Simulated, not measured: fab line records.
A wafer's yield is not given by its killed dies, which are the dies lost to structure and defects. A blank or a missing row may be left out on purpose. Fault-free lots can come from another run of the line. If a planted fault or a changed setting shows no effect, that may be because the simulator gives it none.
fab line records :: flow ritCmos
[record]
  lots = 15
  wafers = 45
  lastDay = 7
route steps=202 shown PRETRO@65 M1@202
lots with no fault: from the same line, run without faults
startH: hours from the record's first day to the start of the lot's first wafer shown :: waitH: how many hours have passed since the lot's step before this one :: " identical to the entry in the row above :: L1.1+2: one row covering several wafers at once :: - value missing, or start not given :: * or withheld: withheld :: < > ~ a bound
route shown NAME@n: names a module that has steps shown in the file, with the first one's number in the route :: usual: mean/standard deviation taken from wafers without a fault :: same: alike in all rows :: chamber/n: place in a boat :: sites: per-site readings :: _std_site: their standard deviation :: _edge_site: outer sites' mean less inner sites' :: radiusMm: for every site, how far away it sits from the centre of the wafer :: mask NAME#n: copy n :: behind: the most recent tool/chamber to have shaped the wafer :: hold: reason for holding the lot/hours on hold/outcome of the hold :: device: the n, p or np transistor that did not switch :: end of line: the route-end tests of the same wafers :: for a step that has no rows: nothing shown but its recipe :: killed: count of dies lost to structure and defects at first sort (not the wafer's yield) :: map: a wafer's dies, marking killed ones x, the rest . and places with no die _
set.NAME: the run value of the setting; set.NAME@STEP: its run value at that earlier step :: model.NAME: the simulator's own value behind a step, which no gauge read
route steps across a sampled set of lots; one table per step, one row per wafer
[[steps]]
[step RIT_PRETRO_COAT_01]
[recipe]
  resist = NOVOLAK
  spinRpm = 2000
  resistThkNm = 1300
[usual]
  chillPlateTempC = 23.00/0.093
  dispensePressureKPa = 52.4/2.7
lot.wafer: L607.2
tool: lithoTrack-02
chamber: 0
startH: 31.37
waitH: 0.1
chillPlateTempC: 23.01
dispensePressureKPa: 49.7

lot.wafer: L607.4
tool: lithoTrack-02
chamber: 0
startH: 31.37
waitH: 0.1
chillPlateTempC: 22.97
dispensePressureKPa: 49.7

lot.wafer: L607.5
tool: lithoTrack-02
chamber: 0
startH: 31.37
waitH: 0.1
chillPlateTempC: 22.95
dispensePressureKPa: 49.7

lot.wafer: L608.2
tool: lithoTrack-02
chamber: 0
startH: 37.51
waitH: 0.1
chillPlateTempC: 22.88
dispensePressureKPa: 49.7

lot.wafer: L608.5
tool: lithoTrack-02
chamber: 0
startH: 37.51
waitH: 0.1
chillPlateTempC: 23.04
dispensePressureKPa: 49.7

lot.wafer: L608.6
tool: lithoTrack-02
chamber: 0
startH: 37.51
waitH: 0.1
chillPlateTempC: 22.91
dispensePressureKPa: 49.7

lot.wafer: L611.3
tool: lithoTrack-03
chamber: 0
startH: 52.32
waitH: 0.1
chillPlateTempC: 22.99
dispensePressureKPa: 54.4

lot.wafer: L611.4
tool: lithoTrack-03
chamber: 0
startH: 52.32
waitH: 0.1
chillPlateTempC: 23.03
dispensePressureKPa: 54.4

lot.wafer: L611.5
tool: lithoTrack-03
chamber: 0
startH: 52.32
waitH: 0.1
chillPlateTempC: 22.98
dispensePressureKPa: 54.4

lot.wafer: L612.2
tool: lithoTrack-01
chamber: 0
startH: 56.01
waitH: 0.1
chillPlateTempC: 22.94
dispensePressureKPa: 55.6

lot.wafer: L612.5
tool: lithoTrack-01
chamber: 0
startH: 56.01
waitH: 0.1
chillPlateTempC: 22.96
dispensePressureKPa: 55.6

lot.wafer: L612.6
tool: lithoTrack-01
chamber: 0
startH: 56.01
waitH: 0.1
chillPlateTempC: 22.91
dispensePressureKPa: 55.7

lot.wafer: L615.1
tool: lithoTrack-02
chamber: 0
startH: 75.54
waitH: 0.1
chillPlateTempC: 23.13
dispensePressureKPa: 49.7

lot.wafer: L615.4
tool: lithoTrack-02
chamber: 0
startH: 75.54
waitH: 0.1
chillPlateTempC: 22.88
dispensePressureKPa: 49.7

lot.wafer: L615.6
tool: lithoTrack-02
chamber: 0
startH: 75.54
waitH: 0.1
chillPlateTempC: 23.13
dispensePressureKPa: 49.7

lot.wafer: L617.1
tool: lithoTrack-02
chamber: -
startH: 83.06
waitH: 0.1
chillPlateTempC: -
dispensePressureKPa: -

lot.wafer: L617.5
tool: lithoTrack-02
chamber: -
startH: 83.06
waitH: 0.1
chillPlateTempC: -
dispensePressureKPa: -

lot.wafer: L617.6
tool: lithoTrack-02
chamber: -
startH: 83.06
waitH: 0.1
chillPlateTempC: -
dispensePressureKPa: -

lot.wafer: L618.1
tool: lithoTrack-01
chamber: -
startH: 87.61
waitH: 0.1
chillPlateTempC: -
dispensePressureKPa: -

lot.wafer: L618.4
tool: lithoTrack-01
chamber: -
startH: 87.61
waitH: 0.1
chillPlateTempC: -
dispensePressureKPa: -

lot.wafer: L618.6
tool: lithoTrack-01
chamber: -
startH: 87.61
waitH: 0.1
chillPlateTempC: -
dispensePressureKPa: -

lot.wafer: L619.3
tool: lithoTrack-02
chamber: -
startH: 92.90
waitH: 0.1
chillPlateTempC: -
dispensePressureKPa: -

lot.wafer: L619.4
tool: lithoTrack-02
chamber: -
startH: 92.90
waitH: 0.1
chillPlateTempC: -
dispensePressureKPa: -

lot.wafer: L619.6
tool: lithoTrack-02
chamber: -
startH: 92.90
waitH: 0.1
chillPlateTempC: -
dispensePressureKPa: -

lot.wafer: L620.2
tool: lithoTrack-03
chamber: 0
startH: 100.63
waitH: 0.1
chillPlateTempC: 22.96
dispensePressureKPa: 54.4

lot.wafer: L620.4
tool: lithoTrack-03
chamber: 0
startH: 100.63
waitH: 0.1
chillPlateTempC: 22.89
dispensePressureKPa: 54.4

lot.wafer: L620.5
tool: lithoTrack-03
chamber: 0
startH: 100.63
waitH: 0.1
chillPlateTempC: 22.94
dispensePressureKPa: 54.3

lot.wafer: L624.1
tool: lithoTrack-02
chamber: 0
startH: 116.84
waitH: 0.1
chillPlateTempC: 23.12
dispensePressureKPa: 49.7

lot.wafer: L624.5
tool: lithoTrack-02
chamber: 0
startH: 116.84
waitH: 0.1
chillPlateTempC: 22.97
dispensePressureKPa: 49.7

lot.wafer: L624.6
tool: lithoTrack-02
chamber: 0
startH: 116.84
waitH: 0.1
chillPlateTempC: 23.03
dispensePressureKPa: 49.7

lot.wafer: L625.1
tool: lithoTrack-02
chamber: 0
startH: 120.74
waitH: 0.1
chillPlateTempC: 22.92
dispensePressureKPa: 49.8

lot.wafer: L625.2
tool: lithoTrack-02
chamber: 0
startH: 120.74
waitH: 0.1
chillPlateTempC: 22.86
dispensePressureKPa: 49.7

lot.wafer: L625.6
tool: lithoTrack-02
chamber: 0
startH: 120.74
waitH: 0.1
chillPlateTempC: 22.90
dispensePressureKPa: 49.7

lot.wafer: L626.1
tool: lithoTrack-03
chamber: 0
startH: 128.67
waitH: 0.1
chillPlateTempC: 23.01
dispensePressureKPa: 54.4

lot.wafer: L626.2
tool: lithoTrack-03
chamber: 0
startH: 128.67
waitH: 0.1
chillPlateTempC: 22.91
dispensePressureKPa: 54.4

lot.wafer: L626.5
tool: lithoTrack-03
chamber: 0
startH: 128.67
waitH: 0.1
chillPlateTempC: 22.95
dispensePressureKPa: 54.4

lot.wafer: L628.3
tool: lithoTrack-01
chamber: 0
startH: 137.19
waitH: 0.1
chillPlateTempC: 23.06
dispensePressureKPa: 55.5

lot.wafer: L628.4
tool: lithoTrack-01
chamber: 0
startH: 137.19
waitH: 0.1
chillPlateTempC: 22.95
dispensePressureKPa: 55.4

lot.wafer: L628.5
tool: lithoTrack-01
chamber: 0
startH: 137.19
waitH: 0.1
chillPlateTempC: 22.99
dispensePressureKPa: 55.5

lot.wafer: L629.2
tool: lithoTrack-01
chamber: 0
startH: 141.26
waitH: 0.1
chillPlateTempC: 22.88
dispensePressureKPa: 55.5

lot.wafer: L629.3
tool: lithoTrack-01
chamber: 0
startH: 141.26
waitH: 0.1
chillPlateTempC: 22.92
dispensePressureKPa: 55.5

lot.wafer: L629.5
tool: lithoTrack-01
chamber: 0
startH: 141.26
waitH: 0.1
chillPlateTempC: 23.00
dispensePressureKPa: 55.5

lot.wafer: L630.3
tool: lithoTrack-01
chamber: 0
startH: 148.72
waitH: 0.1
chillPlateTempC: 23.03
dispensePressureKPa: 55.5

lot.wafer: L630.5
tool: lithoTrack-01
chamber: 0
startH: 148.72
waitH: 0.1
chillPlateTempC: 22.90
dispensePressureKPa: 55.5

lot.wafer: L630.6
tool: lithoTrack-01
chamber: 0
startH: 148.72
waitH: 0.1
chillPlateTempC: 22.85
dispensePressureKPa: 55.5
[step RIT_PRETRO_OVL_MEAS_06]
[usual]
  PRETRO_OVL = 1.1/1.1
lot.wafer: L607.2
tool: overlay-02
chamber: -
startH: 32.21
waitH: -
PRETRO_OVL[nm]: 1.6

lot.wafer: L607.4
tool: overlay-02
chamber: -
startH: 32.21
waitH: -
PRETRO_OVL[nm]: -0.2

lot.wafer: L607.5
tool: overlay-02
chamber: -
startH: 32.21
waitH: -
PRETRO_OVL[nm]: 0.4

lot.wafer: L608.2
tool: overlay-01
chamber: -
startH: 38.26
waitH: -
PRETRO_OVL[nm]: 1.9

lot.wafer: L608.5
tool: overlay-01
chamber: -
startH: 38.26
waitH: -
PRETRO_OVL[nm]: 0.6

lot.wafer: L608.6
tool: overlay-01
chamber: -
startH: 38.26
waitH: -
PRETRO_OVL[nm]: -1.0

lot.wafer: L611.3
tool: overlay-01
chamber: -
startH: 53.01
waitH: -
PRETRO_OVL[nm]: 1.3

lot.wafer: L611.4
tool: overlay-01
chamber: -
startH: 53.01
waitH: -
PRETRO_OVL[nm]: 2.2

lot.wafer: L611.5
tool: overlay-01
chamber: -
startH: 53.01
waitH: -
PRETRO_OVL[nm]: 2.1

lot.wafer: L612.2
tool: overlay-02
chamber: -
startH: 56.72
waitH: -
PRETRO_OVL[nm]: 0.5

lot.wafer: L612.5
tool: overlay-02
chamber: -
startH: 56.72
waitH: -
PRETRO_OVL[nm]: 2.7

lot.wafer: L612.6
tool: overlay-02
chamber: -
startH: 56.72
waitH: -
PRETRO_OVL[nm]: -0.5

lot.wafer: L615.1
tool: overlay-02
chamber: -
startH: 76.39
waitH: -
PRETRO_OVL[nm]: 0.8

lot.wafer: L615.4
tool: overlay-02
chamber: -
startH: 76.39
waitH: -
PRETRO_OVL[nm]: 1.5

lot.wafer: L615.6
tool: overlay-02
chamber: -
startH: 76.39
waitH: -
PRETRO_OVL[nm]: -0.2

lot.wafer: L617.1
tool: overlay-01
chamber: -
startH: 83.79
waitH: -
PRETRO_OVL[nm]: -

lot.wafer: L617.5
tool: overlay-01
chamber: -
startH: 83.79
waitH: -
PRETRO_OVL[nm]: -

lot.wafer: L617.6
tool: overlay-01
chamber: -
startH: 83.79
waitH: -
PRETRO_OVL[nm]: -

lot.wafer: L618.1
tool: overlay-01
chamber: -
startH: 88.47
waitH: -
PRETRO_OVL[nm]: -

lot.wafer: L618.4
tool: overlay-01
chamber: -
startH: 88.47
waitH: -
PRETRO_OVL[nm]: -

lot.wafer: L618.6
tool: overlay-01
chamber: -
startH: 88.47
waitH: -
PRETRO_OVL[nm]: -

lot.wafer: L619.3
tool: overlay-01
chamber: -
startH: 93.72
waitH: -
PRETRO_OVL[nm]: -

lot.wafer: L619.4
tool: overlay-01
chamber: -
startH: 93.72
waitH: -
PRETRO_OVL[nm]: -

lot.wafer: L619.6
tool: overlay-01
chamber: -
startH: 93.72
waitH: -
PRETRO_OVL[nm]: -

lot.wafer: L620.2
tool: overlay-02
chamber: -
startH: 101.34
waitH: -
PRETRO_OVL[nm]: 1.7

lot.wafer: L620.4
tool: overlay-02
chamber: -
startH: 101.34
waitH: -
PRETRO_OVL[nm]: 1.5

lot.wafer: L620.5
tool: overlay-02
chamber: -
startH: 101.34
waitH: -
PRETRO_OVL[nm]: 1.7

lot.wafer: L624.1
tool: overlay-01
chamber: -
startH: 117.57
waitH: -
PRETRO_OVL[nm]: 2.2

lot.wafer: L624.5
tool: overlay-01
chamber: -
startH: 117.57
waitH: -
PRETRO_OVL[nm]: 0.6

lot.wafer: L624.6
tool: overlay-01
chamber: -
startH: 117.57
waitH: -
PRETRO_OVL[nm]: -0.2

lot.wafer: L625.1
tool: overlay-01
chamber: -
startH: 121.59
waitH: -
PRETRO_OVL[nm]: 2.8

lot.wafer: L625.2
tool: overlay-01
chamber: -
startH: 121.59
waitH: -
PRETRO_OVL[nm]: 2.8

lot.wafer: L625.6
tool: overlay-01
chamber: -
startH: 121.59
waitH: -
PRETRO_OVL[nm]: 2.6

lot.wafer: L626.1
tool: overlay-01
chamber: -
startH: 129.40
waitH: -
PRETRO_OVL[nm]: 1.2

lot.wafer: L626.2
tool: overlay-01
chamber: -
startH: 129.40
waitH: -
PRETRO_OVL[nm]: 0.0

lot.wafer: L626.5
tool: overlay-01
chamber: -
startH: 129.40
waitH: -
PRETRO_OVL[nm]: 1.2

lot.wafer: L628.3
tool: overlay-01
chamber: -
startH: 138.06
waitH: -
PRETRO_OVL[nm]: 1.5

lot.wafer: L628.4
tool: overlay-01
chamber: -
startH: 138.06
waitH: -
PRETRO_OVL[nm]: 1.8

lot.wafer: L628.5
tool: overlay-01
chamber: -
startH: 138.06
waitH: -
PRETRO_OVL[nm]: 1.0

lot.wafer: L629.2
tool: overlay-01
chamber: -
startH: 142.10
waitH: -
PRETRO_OVL[nm]: 0.0

lot.wafer: L629.3
tool: overlay-01
chamber: -
startH: 142.10
waitH: -
PRETRO_OVL[nm]: 0.3

lot.wafer: L629.5
tool: overlay-01
chamber: -
startH: 142.10
waitH: -
PRETRO_OVL[nm]: 0.2

lot.wafer: L630.3
tool: overlay-02
chamber: -
startH: 149.53
waitH: -
PRETRO_OVL[nm]: 0.4

lot.wafer: L630.5
tool: overlay-02
chamber: -
startH: 149.53
waitH: -
PRETRO_OVL[nm]: -0.7

lot.wafer: L630.6
tool: overlay-02
chamber: -
startH: 149.53
waitH: -
PRETRO_OVL[nm]: -0.6
[step RIT_M1_PROBE_99]
[usual]
  killed_at_M0_to_M3 = 0.0/0.2
  killedAtContacts = 0.1/0.25
  killedAtFrontEnd = 6/3.1
  killedDies = 6/3.1
  killedOnRim = 1.6/1.4
  killedOpen = 2.9/2
  killedShort = 3.3/2
[same]
  grossDies = 264
  killed_at_M4_up = 0
  killedAtBackSide = 0
  killedAtOther = 0
lot.wafer: L617.1
tool: prober-02
chamber: -
startH: 112.59
waitH: 0.1
killed_at_M0_to_M3: 0
killedAtContacts: 0
killedAtFrontEnd: 264
killedDies: 264
killedOnRim: 70
killedOpen: 0
killedShort: 1

lot.wafer: L617.5
tool: prober-02
chamber: -
startH: 112.79
waitH: 0.2
killed_at_M0_to_M3: 0
killedAtContacts: 0
killedAtFrontEnd: 264
killedDies: 264
killedOnRim: 70
killedOpen: 3
killedShort: 4

lot.wafer: L617.6
tool: prober-02
chamber: -
startH: 112.84
waitH: 0.2
killed_at_M0_to_M3: 0
killedAtContacts: 0
killedAtFrontEnd: 264
killedDies: 264
killedOnRim: 70
killedOpen: 0
killedShort: 4

lot.wafer: L618.1
tool: prober-01
chamber: -
startH: 117.14
waitH: 0.1
killed_at_M0_to_M3: 0
killedAtContacts: 0
killedAtFrontEnd: 264
killedDies: 264
killedOnRim: 70
killedOpen: 1
killedShort: 4

lot.wafer: L618.4
tool: prober-01
chamber: -
startH: 117.29
waitH: 0.2
killed_at_M0_to_M3: 0
killedAtContacts: 0
killedAtFrontEnd: 264
killedDies: 264
killedOnRim: 70
killedOpen: 1
killedShort: 4

lot.wafer: L618.6
tool: prober-01
chamber: -
startH: 117.39
waitH: 0.2
killed_at_M0_to_M3: 0
killedAtContacts: 0
killedAtFrontEnd: 264
killedDies: 264
killedOnRim: 70
killedOpen: 1
killedShort: 2

lot.wafer: L619.3
tool: prober-02
chamber: -
startH: 122.83
waitH: 0.2
killed_at_M0_to_M3: 0
killedAtContacts: 0
killedAtFrontEnd: 264
killedDies: 264
killedOnRim: 70
killedOpen: 3
killedShort: 2

lot.wafer: L619.4
tool: prober-02
chamber: -
startH: 122.88
waitH: 0.2
killed_at_M0_to_M3: 0
killedAtContacts: 0
killedAtFrontEnd: 264
killedDies: 264
killedOnRim: 70
killedOpen: 2
killedShort: 7

lot.wafer: L619.6
tool: prober-02
chamber: -
startH: 122.98
waitH: 0.2
killed_at_M0_to_M3: 0
killedAtContacts: 0
killedAtFrontEnd: 264
killedDies: 264
killedOnRim: 70
killedOpen: 7
killedShort: 4
// killed by level:class
L617.1 PRETRO:areaExpose=263 REOX:geometricParticle:short=1
L617.5 PRETRO:areaExpose=257 GATE:geometricParticle:short=2 SILICIDE:geometricParticle:short=2 GATE:geometricParticle:open=1 SPACER:geometricParticle:open=1 SILICIDE:geometricParticle:open=1
L617.6 PRETRO:areaExpose=260 FOX1:geometricParticle:short=2 FOX2:geometricParticle:short=1 REOX:geometricParticle:short=1
L618.1 PRETRO:areaExpose=259 GATE:geometricParticle:short=2 GATE:geometricParticle:open=1 REOX:geometricParticle:short=1 SILICIDE:geometricParticle:short=1
L618.4 PRETRO:areaExpose=259 SPACER:geometricParticle:short=2 FOX1:geometricParticle:short=1 REOX:geometricParticle:open=1 REOX:geometricParticle:short=1
L618.6 PRETRO:areaExpose=261 GATE:geometricParticle:short=1 GATE:geometricParticle:open=1 SPACER:geometricParticle:short=1
L619.3 PRETRO:areaExpose=259 SILICIDE:geometricParticle:short=2 FOX2:geometricParticle:open=1 GATE:geometricParticle:open=1 SILICIDE:geometricParticle:open=1
L619.4 PRETRO:areaExpose=255 GATE:geometricParticle:short=7 GATE:geometricParticle:open=2
L619.6 PRETRO:areaExpose=253 FOX2:geometricParticle:short=3 REOX:geometricParticle:open=2 SILICIDE:geometricParticle:open=2 FOX1:geometricParticle:open=1 FOX2:geometricParticle:open=1 SPACER:geometricParticle:open=1 SILICIDE:geometricParticle:short=1
[[key]]
[firstSign]
  step = RIT_PRETRO_COAT_01
  reading = toolRecord
  direction = missing
[effect]
  step = RIT_PRETRO_OVL_MEAS_06
  reading = PRETRO_OVL
  direction = missing
[effect]
  step = RIT_M1_PROBE_99
  reading = killedDies
  direction = up
  sigmas = 84
  usual = 6
  struck = 264
[moreKillsBornAt]
  RIT_PRETRO_EXPOSE_03@ilineStepper-02 = 1547
  RIT_PRETRO_EXPOSE_03@ilineStepper-01 = 779
metAt RIT_PRETRO_COAT_01
struckLots L617,L618,L619
testerLeftOut L617,L618,L619
onsetBetween 75.54 83.06
[fault]
  kind = skippedStepWhole
  tool = lithoTrack-01,lithoTrack-02
  chamber = -
  onsetH = 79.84
  steps = RIT_PRETRO_COAT_01
  scope = struckLotsOnly
// testerLeftOut: of these lots the tester's yield and bins aren't shown, on N5 and GAA mostly nor the transistor test; their killed dies are dies lost to structure and defects alone, not to doping, threshold or leakage, so they don't give the yield
